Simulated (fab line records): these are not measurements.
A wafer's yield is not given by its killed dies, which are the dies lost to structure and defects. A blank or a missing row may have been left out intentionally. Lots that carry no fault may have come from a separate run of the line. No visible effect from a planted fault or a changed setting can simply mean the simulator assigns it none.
fab line records + flow rit-cmos
[record]
- lots = 6
- wafers = 18
- last-day = 6
route steps=202 shown PRETRO@69 GATE@75 FOX2@80 M1@202
lots that met no fault: from a run of the same line without faults
start-h: hours from the record's opening day to when the first of the lot's shown wafers began + wait-h: hours from the lot's prior step to this one + " identical to the entry in the row above + L1.1+2: a row that stands for several wafers + - no value, or no start given + * or withheld: withheld + < > ~ a bound
route shown NAME@n: NAME is a module with steps in the file, n the number in the route of the first one + usual: mean/standard deviation of fault-free wafers + same: alike in all rows + chamber/n: place in a boat + sites: each site's reading + _std_site: standard deviation of those values + _edge_site: inner sites' mean taken away from outer sites' mean + radius-mm: for every site, how far away it sits from the centre of the wafer + mask NAME#n: copy n + behind: the last tool/chamber to shape the wafer + hold: the reason the lot was held/the length of the hold in hours/how it ended + device: which transistor (n, p or np) failed to switch + end of line: the tests these same wafers got at the end of their route + a step given without rows: its recipe and nothing more + killed: dies that structure and defects cost at the first sort, which is not the same as the wafer's yield + map: dies across one wafer; x = killed, . = not, _ = none there
set.NAME: the run value of the setting; set.NAME@STEP: its run value at that earlier step + model.NAME: the simulator's own value behind a step, which no gauge read
certain route steps with their lots: each step a table, each wafer a row
services: a tool's chamber out of use, with start hour (start-h, from the record's first day; less than 0 if before it), hours out, and reason
[[steps]]
[step RIT_PRETRO_DEVELOP_05]
[recipe]
- resist = NOVOLAK
- develop-time-s = 68
- dev-temp-c = 23
[step RIT_PRETRO_OVL_MEAS_06]
[usual]
- PRETRO_OVL = 0.6/1.4
| lot.wafer | tool       | chamber | start-h | wait-h | PRETRO_OVL[nm] |
|-----------|------------|---------|---------|--------|----------------|
| L424.2    | overlay-01 | -       | 63.39   | -      | -2.0           |
| L424.4    | "          | -       | "       | "      | -2.9           |
| L424.5    | "          | -       | "       | "      | -1.6           |
| L425.1    | overlay-02 | -       | 66.79   | -      | 0.2            |
| L425.4    | "          | -       | "       | "      | -0.3           |
| L425.6    | "          | -       | "       | "      | 3.4            |
| L427.2    | overlay-01 | -       | 80.34   | -      | -1.1           |
| L427.4    | "          | -       | "       | "      | -0.3           |
| L427.6    | "          | -       | "       | "      | 3.1            |
| L429.2    | overlay-02 | -       | 86.85   | -      | 1.1            |
| L429.3    | "          | -       | "       | "      | 1.0            |
| L429.5    | "          | -       | "       | "      | -0.5           |
| L431.3    | overlay-02 | -       | 97.29   | -      | 2.8            |
| L431.5    | "          | -       | "       | "      | 2.7            |
| L431.6    | "          | -       | "       | "      | 2.0            |
| L437.1    | overlay-02 | -       | 127.93  | -      | 1.8            |
| L437.2    | "          | -       | "       | "      | 1.5            |
| L437.6    | "          | -       | "       | "      | 1.2            |
[step RIT_PRETRO_HARDBAKE_07]
[recipe]
- resist = NOVOLAK
- temp-c = 140
- time-s = 120
[step RIT_PRETRO_IMPLANT_08]
[recipe]
- species = B
- energy-kev = 45
- dose-cm2 = 1.2e+13
- tilt-deg = 7
[step RIT_PRETRO_STRIP_09]
[recipe]
- chemistry = O2
- time-s = 180
- resist = NOVOLAK
- platen-temp-c = withheld
- power-w = 500
- pressure-mtorr = 4000
- o2-flow-sccm = 4000
[usual]
- drypump-motor-current-A = 5.8/0.41
| lot.wafer | tool            | chamber | start-h | wait-h | drypump-motor-current-A | rf-hours-counter-h |
|-----------|-----------------|---------|---------|--------|-------------------------|--------------------|
| L424.2    | plasma-asher-01 | 0       | 63.82   | 0.1    | 5.7                     | 42                 |
| L424.4    | "               | 0       | "       | "      | 5.7                     | -                  |
| L424.5    | "               | 1       | "       | "      | 5.1                     | -                  |
| L425.1    | plasma-asher-01 | 0       | 67.23   | 0.1    | 5.7                     | 42                 |
| L425.4    | "               | 0       | "       | "      | 5.7                     | -                  |
| L425.6    | "               | 1       | "       | "      | 5.1                     | -                  |
| L427.2    | plasma-asher-01 | 0       | 80.77   | 0.1    | 5.7                     | 44                 |
| L427.4    | "               | 1       | "       | "      | 5.1                     | -                  |
| L427.6    | "               | 0       | "       | "      | 5.7                     | -                  |
| L429.2    | plasma-asher-03 | 1       | 87.28   | 0.1    | 6.3                     | 28                 |
| L429.3    | "               | 1       | "       | "      | 6.3                     | -                  |
| L429.5    | "               | 0       | "       | "      | 5.9                     | -                  |
| L431.3    | plasma-asher-01 | 1       | 97.77   | 0.1    | 5.0                     | -                  |
| L431.5    | "               | 1       | "       | "      | 5.1                     | -                  |
| L431.6    | "               | 0       | "       | "      | 5.7                     | -                  |
| L437.1    | plasma-asher-01 | 0       | 128.37  | 0.1    | 5.7                     | 49                 |
| L437.2    | "               | 1       | "       | "      | 5.1                     | 49                 |
| L437.6    | "               | 1       | "       | "      | 5.1                     | -                  |
[step RIT_PRETRO_TW_MEAS_10]
[usual]
- PRETRO_TW = 477/6.5
| lot.wafer | tool          | chamber | start-h | wait-h | PRETRO_TW |
|-----------|---------------|---------|---------|--------|-----------|
| L424.2    | film-metro-02 | -       | 64.00   | 0.1    | 479       |
| L424.4    | "             | -       | "       | "      | 480       |
| L424.5    | "             | -       | "       | "      | 483       |
| L425.1    | film-metro-03 | -       | 67.40   | 0.1    | 468       |
| L425.4    | "             | -       | "       | "      | 468       |
| L425.6    | "             | -       | "       | "      | 469       |
| L427.2    | film-metro-02 | -       | 80.95   | 0.1    | 486       |
| L427.4    | "             | -       | "       | "      | 483       |
| L427.6    | "             | -       | "       | "      | 484       |
| L429.2    | film-metro-02 | -       | 87.47   | 0.1    | 481       |
| L429.3    | "             | -       | "       | "      | 483       |
| L429.5    | "             | -       | "       | "      | 482       |
| L431.3    | film-metro-01 | -       | 97.90   | 0.1    | 475       |
| L431.5    | "             | -       | "       | "      | 474       |
| L431.6    | "             | -       | "       | "      | 477       |
| L437.1    | film-metro-03 | -       | 128.54  | 0.1    | 465       |
| L437.2    | "             | -       | "       | "      | 464       |
| L437.6    | "             | -       | "       | "      | 467       |
[step RIT_GATE_WET_ETCH_00]
[recipe]
- chemistry = BOE
- target = SiO2
- target-depth-nm = 56
- time-s = 60
- dry = n2-spin
- dilution = 10:1
- temp-c = 21.5
[step RIT_GATE_CLEAN_01]
[recipe]
- chemistry = SC1
- mix = 3:3:50
- time-s = 600
- temp-c = 75
[step RIT_GATE_CLEAN_02]
[recipe]
- chemistry = dHF
- dilution = 50:1
- time-s = 30
[step RIT_GATE_CLEAN_03]
[recipe]
- chemistry = SC2
- mix = 3:3:50
- time-s = 600
- temp-c = 75
- dry = n2-spin
[step RIT_GATE_CLEAN_04]
[recipe]
- chemistry = dHF
- dilution = 50:1
- time-s = 58.06
- dry = n2-spin
[step RIT_FOX2_THK_MEAS_91]
[recipe]
- reads = SiO2_of_FOX2_OXIDATION_00
[usual]
- FIELD_OXIDE_LEFT_2_THK = 258/6.8
| lot.wafer | tool          | chamber | start-h | wait-h | FIELD_OXIDE_LEFT_2_THK[nm] |
|-----------|---------------|---------|---------|--------|----------------------------|
| L424.2    | film-metro-02 | -       | 64.50   | 0.0    | 256                        |
| L424.4    | "             | -       | "       | "      | 255                        |
| L424.5    | "             | -       | "       | "      | 255                        |
| L425.1    | film-metro-04 | -       | 67.91   | 0.0    | 252                        |
| L425.4    | "             | -       | "       | "      | 256                        |
| L425.6    | "             | -       | "       | "      | 248                        |
| L427.2    | film-metro-04 | -       | 81.46   | 0.0    | 266                        |
| L427.4    | "             | -       | "       | "      | 262                        |
| L427.6    | "             | -       | "       | "      | 261                        |
| L429.2    | film-metro-01 | -       | 87.95   | 0.0    | 255                        |
| L429.3    | "             | -       | "       | "      | 251                        |
| L429.5    | "             | -       | "       | "      | 248                        |
| L431.3    | film-metro-04 | -       | 98.38   | 0.0    | 257                        |
| L431.5    | "             | -       | "       | "      | 254                        |
| L431.6    | "             | -       | "       | "      | 254                        |
| L437.1    | film-metro-04 | -       | 129.02  | 0.0    | 260                        |
| L437.2    | "             | -       | "       | "      | 262                        |
| L437.6    | "             | -       | "       | "      | 260                        |
[step RIT_GATE_OXIDATION_05]
[recipe]
- temp-c = 900
- ambient = O2
- target-thk-a = 30
- ox-time-s = 270
[usual]
- spike-tc-centre-C = 902.7/1.8
- spike-tc-load-C = 924.5/2
- spike-tc-source-C = 926.9/2.8
- tube-center-temp-C = 900.01/0.078
- tube_center_temp_C_max = 902.3/0.38
| lot.wafer | tool       | chamber | start-h | wait-h | spike-tc-centre-C | spike-tc-load-C | spike-tc-source-C | tube-center-temp-C | tube_center_temp_C_max | model.SiO2_of_GATE_OXIDATION_05.thk-nm |
|-----------|------------|---------|---------|--------|-------------------|-----------------|-------------------|--------------------|------------------------|----------------------------------------|
| L424.2    | furnace-04 | 0       | 64.55   | 0.0    | 902.9             | 924.0           | 929.0             | 900.05             | 903.1                  | 2.976                                  |
| L424.4    | "          | 0       | "       | "      | 902.8             | 923.6           | 930.5             | 900.02             | 902.4                  | 3.013                                  |
| L424.5    | "          | 0       | "       | "      | 899.2             | 923.4           | 928.1             | 899.98             | 902.1                  | 3.058                                  |
| L425.1    | furnace-03 | 0       | 67.97   | 0.1    | 902.0             | 926.1           | 928.0             | 899.96             | 902.2                  | 3.04                                   |
| L425.4    | "          | 0       | "       | "      | 904.4             | 926.5           | 930.0             | 900.04             | 902.7                  | 2.967                                  |
| L425.6    | "          | 0       | "       | "      | 903.5             | 926.0           | 929.3             | 900.13             | 902.0                  | 3.049                                  |
| L427.2    | furnace-03 | 0       | 81.51   | 0.0    | 893.3             | 913.4           | 916.8             | 887.99             | 891.1                  | 2.606                                  |
| L427.4    | "          | 0       | "       | "      | 892.1             | 913.8           | 918.0             | 888.04             | 890.2                  | 2.634                                  |
| L427.6    | "          | 0       | "       | "      | 891.4             | 916.7           | 916.7             | 888.19             | 890.8                  | 2.62                                   |
| L429.2    | furnace-03 | 0       | 88.64   | 0.7    | 891.6             | 913.6           | 917.3             | 888.01             | 890.1                  | 2.627                                  |
| L429.3    | "          | 0       | "       | "      | 892.7             | 915.1           | 918.4             | 888.1              | 890.1                  | 2.607                                  |
| L429.5    | "          | 0       | "       | "      | 893.3             | 913.2           | 916.9             | 888.09             | 891.0                  | 2.608                                  |
| L431.3    | furnace-01 | 0       | 98.42   | 0.0    | 900.5             | 924.0           | 924.1             | 899.91             | 902.3                  | 2.929                                  |
| L431.5    | "          | 0       | "       | "      | 901.6             | 922.2           | 921.6             | 899.97             | 901.8                  | 2.917                                  |
| L431.6    | "          | 0       | "       | "      | 901.0             | 923.2           | 924.6             | 900.02             | 902.7                  | 2.941                                  |
| L437.1    | furnace-01 | 0       | 129.08  | 0.1    | 903.0             | 921.6           | 921.4             | 899.98             | 902.2                  | 2.883                                  |
| L437.2    | "          | 0       | "       | "      | 900.8             | 924.2           | 922.9             | 899.95             | 902.1                  | 2.927                                  |
| L437.6    | "          | 0       | "       | "      | 901.2             | 920.1           | 921.9             | 899.95             | 902.4                  | 2.9                                    |
[step RIT_GATE_ANNEAL_06]
[recipe]
- temp-c = 900
- time-s = 600
- ambient = N2O
[step RIT_GATE_THK_MEAS_07]
[recipe]
- reads = SiO2_of_GATE_OXIDATION_05
[usual]
- GATE_OXIDE_THK = 3.04/0.07
| lot.wafer | tool          | chamber | start-h | wait-h | GATE_OXIDE_THK[nm] |
|-----------|---------------|---------|---------|--------|--------------------|
| L424.2    | film-metro-04 | -       | 65.88   | 0.0    | 2.96               |
| L424.4    | "             | -       | "       | "      | 3.03               |
| L424.5    | "             | -       | "       | "      | 3.03               |
| L425.1    | film-metro-04 | -       | 69.52   | 0.0    | 3.05               |
| L425.4    | "             | -       | "       | "      | 2.99               |
| L425.6    | "             | -       | "       | "      | 3.03               |
| L427.2    | film-metro-02 | -       | 82.85   | 0.0    | 2.63               |
| L427.4    | "             | -       | "       | "      | 2.68               |
| L427.6    | "             | -       | "       | "      | 2.72               |
| L429.2    | film-metro-01 | -       | 89.97   | 0.0    | 2.65               |
| L429.3    | "             | -       | "       | "      | 2.65               |
| L429.5    | "             | -       | "       | "      | 2.60               |
| L431.3    | film-metro-04 | -       | 99.77   | 0.0    | 2.94               |
| L431.5    | "             | -       | "       | "      | 2.96               |
| L431.6    | "             | -       | "       | "      | 2.91               |
| L437.1    | film-metro-02 | -       | 130.40  | 0.0    | 2.85               |
| L437.2    | "             | -       | "       | "      | 2.92               |
| L437.6    | "             | -       | "       | "      | 2.97               |
[step RIT_GATE_CVD_08]
[recipe]
- material = poly-Si
- target-thk-nm = 250
- temp-c = 610
- precursor = SiH4
- time-s = 2220
- pressure-mtorr = 300
- sih4-flow-sccm = 100
[step RIT_M1_PROBE_99]
[usual]
- killed-at-front-end = 6.7/2.9
- killed-dies = 6.7/2.9
- killed-open = 3.4/1.8
- killed-short = 3.3/2.2
[same]
- gross-dies = 264
- killed_at_M0_to_M3 = 0
- killed_at_M4_up = 0
- killed-at-back-side = 0
- killed-at-contacts = 0
- killed-at-other = 0
| lot.wafer | tool      | chamber | start-h | wait-h | killed-at-front-end | killed-dies | killed-open | killed-short | model.etest.pmos_0p3.r-on-ohm-um | model.etest.pmos-turned.r-on-ohm-um | model.etest.pmos_0p15.r-on-ohm-um | model.etest.nmos_0p3.r-on-ohm-um | model.etest.nmos_0p15.drive-ua-um | model.etest.nmos_0p3.drive-ua-um | model.etest.nmos-narrow.drive-ua-um | model.etest.pmos_0p15.drive-ua-um |
|-----------|-----------|---------|---------|--------|---------------------|-------------|-------------|--------------|----------------------------------|-------------------------------------|-----------------------------------|----------------------------------|-----------------------------------|----------------------------------|-------------------------------------|-----------------------------------|
| L424.2    | prober-02 | -       | 89.77   | 0.1    | 12                  | 12          | 4           | 8            | 6238                             | 3403                                | 2716                              | 2147                             | 480.4                             | 224.5                            | 225.4                               | 259.1                             |
| L424.4    | prober-02 | -       | 89.87   | 0.2    | 9                   | 9           | 5           | 4            | 6406                             | 3512                                | 2821                              | 2174                             | 471.9                             | 222.7                            | 219.6                               | 249                               |
| L424.5    | prober-02 | -       | 89.92   | 0.2    | 6                   | 6           | 3           | 3            | 6382                             | 3427                                | 2782                              | 2189                             | 470.8                             | 216.9                            | 216.7                               | 252.4                             |
| L425.1    | prober-01 | -       | 105.46  | 0.1    | 7                   | 7           | 5           | 2            | 6213                             | 3221                                | 2666                              | 2175                             | 458.8                             | 217.1                            | 214.7                               | 267.9                             |
| L425.4    | prober-01 | -       | 105.61  | 0.2    | 2                   | 2           | 2           | 0            | 6127                             | 3203                                | 2625                              | 2124                             | 474.4                             | 223.1                            | 220.8                               | 267.9                             |
| L425.6    | prober-01 | -       | 105.71  | 0.2    | 4                   | 4           | 0           | 4            | 6197                             | 3223                                | 2643                              | 2156                             | 464.8                             | 216.1                            | 217.2                               | 265.4                             |
| L427.2    | prober-02 | -       | 107.01  | 0.1    | 5                   | 5           | 3           | 2            | 5604                             | 3098                                | 2522                              | 2006                             | 532.1                             | 262.1                            | 252.3                               | 299.5                             |
| L427.4    | prober-02 | -       | 107.11  | 0.2    | 6                   | 6           | 2           | 4            | 5690                             | 3166                                | 2538                              | 2020                             | 521                               | 257.8                            | 249.9                               | 290.7                             |
| L427.6    | prober-02 | -       | 107.21  | 0.2    | 7                   | 7           | 5           | 2            | 5588                             | 3074                                | 2513                              | 2003                             | 531.5                             | 261.2                            | 254.5                               | 299.9                             |
| L429.2    | prober-02 | -       | 115.57  | 0.1    | 5                   | 5           | 4           | 1            | 5826                             | 3360                                | 2701                              | 2035                             | 502.4                             | 255.2                            | 248.7                               | 270.9                             |
| L429.3    | prober-02 | -       | 115.62  | 0.2    | 7                   | 7           | 4           | 3            | 5796                             | 3392                                | 2668                              | 2021                             | 508.1                             | 258.4                            | 251.1                               | 275.4                             |
| L429.5    | prober-02 | -       | 115.72  | 0.2    | 8                   | 8           | 3           | 5            | 5765                             | 3378                                | 2684                              | 2030                             | 503.5                             | 258.4                            | 253.3                               | 274.8                             |
| L431.3    | prober-02 | -       | 125.15  | 0.2    | 4                   | 4           | 1           | 3            | 6231                             | 3477                                | 2776                              | 2232                             | 448.4                             | 219.2                            | 214.3                               | 256.5                             |
| L431.5    | prober-02 | -       | 125.25  | 0.2    | 8                   | 8           | 4           | 4            | 6259                             | 3460                                | 2777                              | 2243                             | 447.8                             | 220.5                            | 213.7                               | 255.8                             |
| L431.6    | prober-02 | -       | 125.30  | 0.2    | 13                  | 13          | 8           | 5            | 6264                             | 3484                                | 2842                              | 2238                             | 440.5                             | 219.2                            | 210.8                               | 249.1                             |
| L437.1    | prober-02 | -       | 154.64  | 0.1    | 5                   | 5           | 4           | 1            | 5976                             | 3162                                | 2573                              | 2155                             | 492                               | 225.9                            | 215                                 | 282.1                             |
| L437.2    | prober-02 | -       | 154.69  | 0.1    | 10                  | 10          | 4           | 6            | 6062                             | 3225                                | 2597                              | 2177                             | 487.2                             | 222                              | 210.7                               | 277.1                             |
| L437.6    | prober-02 | -       | 154.89  | 0.2    | 5                   | 5           | 3           | 2            | 6069                             | 3204                                | 2588                              | 2164                             | 479.8                             | 225.5                            | 212.2                               | 278.2                             |
// killed by level:class
L424.2 GATE:geometric-particle:short=3 GATE:geometric-particle:open=2 FOX1:geometric-particle:short=1 FOX1:geometric-particle:open=1 FOX2:geometric-particle:short=1 REOX:geometric-particle:open=1 REOX:geometric-particle:short=1 SPACER:geometric-particle:short=1
L424.4 GATE:geometric-particle:open=3 GATE:geometric-particle:short=2 FOX2:geometric-particle:short=1 REOX:geometric-particle:open=1 REOX:geometric-particle:short=1 SILICIDE:geometric-particle:open=1
L424.5 GATE:geometric-particle:open=3 GATE:geometric-particle:short=2 REOX:geometric-particle:short=1
L425.1 GATE:geometric-particle:open=3 GATE:geometric-particle:short=2 FOX1:geometric-particle:open=1 SPACER:geometric-particle:open=1
L425.4 SILICIDE:geometric-particle:open=2
L425.6 GATE:geometric-particle:short=2 SILICIDE:geometric-particle:short=1 SPACER:geometric-particle:short=1
L427.2 GATE:geometric-particle:open=2 FOX1:geometric-particle:open=1 FOX2:geometric-particle:short=1 SPACER:geometric-particle:short=1
L427.4 GATE:geometric-particle:short=2 FOX1:geometric-particle:short=1 FOX2:geometric-particle:open=1 REOX:geometric-particle:short=1 SILICIDE:geometric-particle:open=1
L427.6 FOX1:geometric-particle:short=2 FOX1:geometric-particle:open=2 GATE:geometric-particle:open=1 REOX:geometric-particle:open=1 SILICIDE:geometric-particle:open=1
L429.2 GATE:geometric-particle:open=3 GATE:geometric-particle:short=1 SILICIDE:geometric-particle:open=1
L429.3 GATE:geometric-particle:short=2 FOX1:geometric-particle:open=1 GATE:geometric-particle:open=1 REOX:geometric-particle:open=1 REOX:geometric-particle:short=1 SILICIDE:geometric-particle:open=1
L429.5 GATE:geometric-particle:short=2 REOX:geometric-particle:short=2 FOX1:geometric-particle:open=1 FOX1:geometric-particle:short=1 GATE:geometric-particle:open=1 STARTING-WAFER:geometric-particle:open=1
L431.3 SPACER:geometric-particle:short=3 REOX:geometric-particle:open=1
L431.5 FOX2:geometric-particle:short=3 FOX1:geometric-particle:open=2 FOX1:geometric-particle:short=1 GATE:geometric-particle:open=1 SPACER:geometric-particle:open=1
L431.6 FOX1:geometric-particle:open=5 REOX:geometric-particle:short=2 SPACER:geometric-particle:short=2 SPACER:geometric-particle:open=2 FOX2:geometric-particle:short=1 GATE:geometric-particle:open=1
L437.1 SPACER:geometric-particle:open=3 GATE:geometric-particle:short=1 REOX:geometric-particle:open=1
L437.2 GATE:geometric-particle:open=4 GATE:geometric-particle:short=3 SPACER:geometric-particle:short=3
L437.6 SILICIDE:geometric-particle:open=2 GATE:geometric-particle:open=1 GATE:geometric-particle:short=1 SPACER:geometric-particle:short=1
[[services]]
| tool            | chamber | start-h | hours | kind |
|-----------------|---------|---------|-------|------|
| furnace-03      | -       | 42.05   | 2.9   | pm   |
| plasma-asher-03 | -       | 63.47   | 2.8   | pm   |
[[key]]
[first-sign]
- step = RIT_GATE_OXIDATION_05
- reading = tube-center-temp-C
- direction = down
- sigmas = 99+
- usual = *
- struck = *
[effect]
- step = RIT_GATE_OXIDATION_05
- reading = tube_center_temp_C_max
- direction = down
- sigmas = 31
- usual = *
- struck = *
[effect]
- step = RIT_GATE_THK_MEAS_07
- reading = GATE_OXIDE_THK
- direction = down
- sigmas = 5.5
- usual = 3.04
- struck = 2.66
[model-effect]
- step = RIT_GATE_OXIDATION_05
- value = SiO2_of_GATE_OXIDATION_05.thk-nm
- without = 3.033
- struck = 2.617
[model-effect]
- step = RIT_M1_PROBE_99
- value = etest.pmos_0p3.r-on-ohm-um
- without = 6418
- struck = 5711
met-at RIT_GATE_OXIDATION_05
struck-wafers L427.2,L427.4,L427.6,L429.2,L429.3,L429.5
tester-left-out L427,L429
onset-between 67.97 81.51
[fault]
- kind = process-parameter-drift
- tool = furnace-03
- chamber = -
- onset-h = 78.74
- steps = RIT_GATE_OXIDATION_05
- channel = temp-c
- offset = *
- shape = step
- end-h = 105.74
- acts-in = *
- stated = *
// tester-left-out: of these lots the tester's yield and bins aren't shown, on N5 and GAA mostly nor the transistor test; their killed dies are dies lost to structure and defects alone, not to doping, threshold or leakage, so they don't give the yield
